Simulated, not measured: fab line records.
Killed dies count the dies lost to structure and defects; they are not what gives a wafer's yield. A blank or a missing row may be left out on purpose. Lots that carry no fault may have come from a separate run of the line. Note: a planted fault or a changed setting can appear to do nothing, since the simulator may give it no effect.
Lot-split experiment | flow rit cmos | 23 wafers read from 5 lots, route of 202 steps

== THE SPLIT ==
At RIT_M1_SPUTTER_00 (material Al, target thk 400 nm, time 500 s), the setting time s was moved away from the recipe's 500 s on 4 of the 23 wafers read, by -9.1% to +12.1%. For the rest of the wafers, this setting stayed at what the recipe calls for.

== FROM SPLIT TO READING: 1 step shown by the file between the two ==
- RIT_M1_RS_MEAS_01: measures by four-point-probe

== THE READING ==
M1_AL_THK, in nm, at RIT_M1_THK_MEAS_02 (measures by xrf). Typical for fault-free wafers on this fab line: 398 nm, with standard deviation 4.4 nm.

wafer  | tool, chamber at the split | time s as run, s | against the recipe | M1_AL_THK, nm | against lot-mates on the recipe
L077.1 | pvd sputter-02, -          | 500              | recipe             | 398           | -
L077.2 | pvd sputter-02, -          | 500              | recipe             | 401           | -
L077.3 | pvd sputter-02, -          | 500              | recipe             | 404           | -
L081.1 | pvd sputter-02, -          | 500              | recipe             | 398           | -
L081.2 | pvd sputter-02, -          | 500              | recipe             | 405           | -
L081.3 | pvd sputter-02, -          | 500              | recipe             | 402           | -
L081.4 | pvd sputter-02, -          | 500              | recipe             | 403           | -
L081.6 | pvd sputter-02, -          | 500              | recipe             | 405           | -
L082.2 | pvd sputter-01, -          | 500              | recipe             | 396           | -
L082.3 | pvd sputter-01, -          | 500              | recipe             | 402           | -
L082.4 | pvd sputter-01, -          | 500              | recipe             | 395           | -
L082.5 | pvd sputter-01, -          | 500              | recipe             | 401           | -
L082.6 | pvd sputter-01, -          | 500              | recipe             | 399           | -
L083.1 | pvd sputter-02, -          | 560.4            | +12.1%             | 447           | +50
L083.3 | pvd sputter-02, -          | 500              | recipe             | 398           | -
L083.4 | pvd sputter-02, -          | 560.4            | +12.1%             | 451           | +54
L083.5 | pvd sputter-02, -          | 500              | recipe             | 396           | -
L083.6 | pvd sputter-02, -          | 500              | recipe             | 398           | -
L084.1 | pvd sputter-01, -          | 500              | recipe             | 392           | -
L084.2 | pvd sputter-01, -          | 454.7            | -9.1%              | 353           | -38
L084.3 | pvd sputter-01, -          | 500              | recipe             | 393           | -
L084.5 | pvd sputter-01, -          | 500              | recipe             | 389           | -
L084.6 | pvd sputter-01, -          | 454.7            | -9.1%              | 364           | -27

THE FIT
A straight line over all 23 wafers: M1_AL_THK changes by +4.27 nm for each +1% of time s; r = +0.97; the points scatter about the line by 4.6 nm.
The same after taking each lot's own level away (the mean of its wafers on the recipe; 23 wafers): +4.03 nm for each +1%; r = +0.99; scatter 3.1 nm.
On that fit, the largest move of time s shifts the reading by 49 nm.
From 391.3 to 402.6 nm: that is the span of the lots' own levels, equal to 2.6 times the standard deviation above.
So the lot-to-lot level changes the slope little: the two slopes agree.
Check: for one of the wafers moved furthest among these (+12.1%), held out of the fit, the line's prediction against its lot-mates is +49.1 nm. It came out at +49.7 nm against them.

== OTHER SPLITS APPLIED TO THESE WAFERS ==
These wafers also went through other splits before the reading. Each is held against what the fit with the lots' levels taken away leaves over:
other split on the same wafers      | wafers away from the commonest value | r with M1_AL_THK (lot level and that fit taken away)
RIT_SPACER_CVD_03 sih2cl2 flow sccm | 15                                   | +0.09
RIT_NSD_IMPLANT_08 dose cm2         | 9                                    | +0.28
RIT_PSD_IMPLANT_08 dose cm2         | 6                                    | +0.05
RIT_SDANNEAL_CLEAN_00 temp c        | 15                                   | -0.04
RIT_SILICIDE_SPUTTER_01 time s      | 7                                    | +0.01

== THE WHOLE CHAIN: every reading that the file lists as answering this split, in the file's order ==
step               | what it does                               | reading                                                                     | change (the file's fit)               | r (the file's)
RIT_M1_SPUTTER_00  | material Al, target thk 400 nm, time 500 s | Al_of_M1_SPUTTER_00.thk nm (the simulator's own value, which no gauge read) | +4.05 nm for each +1% of the setting  | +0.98
RIT_M1_RS_MEAS_01  | measures by four-point-probe               | M1_AL_RS                                                                    | -0.000734 for each +1% of the setting | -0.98
RIT_M1_THK_MEAS_02 | measures by xrf                            | M1_AL_THK                                                                   | +4.08 for each +1% of the setting     | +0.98

== FILE'S OWN FIT ==
M1_AL_THK changes by +4.08 nm for each +1% of time s, r = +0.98.
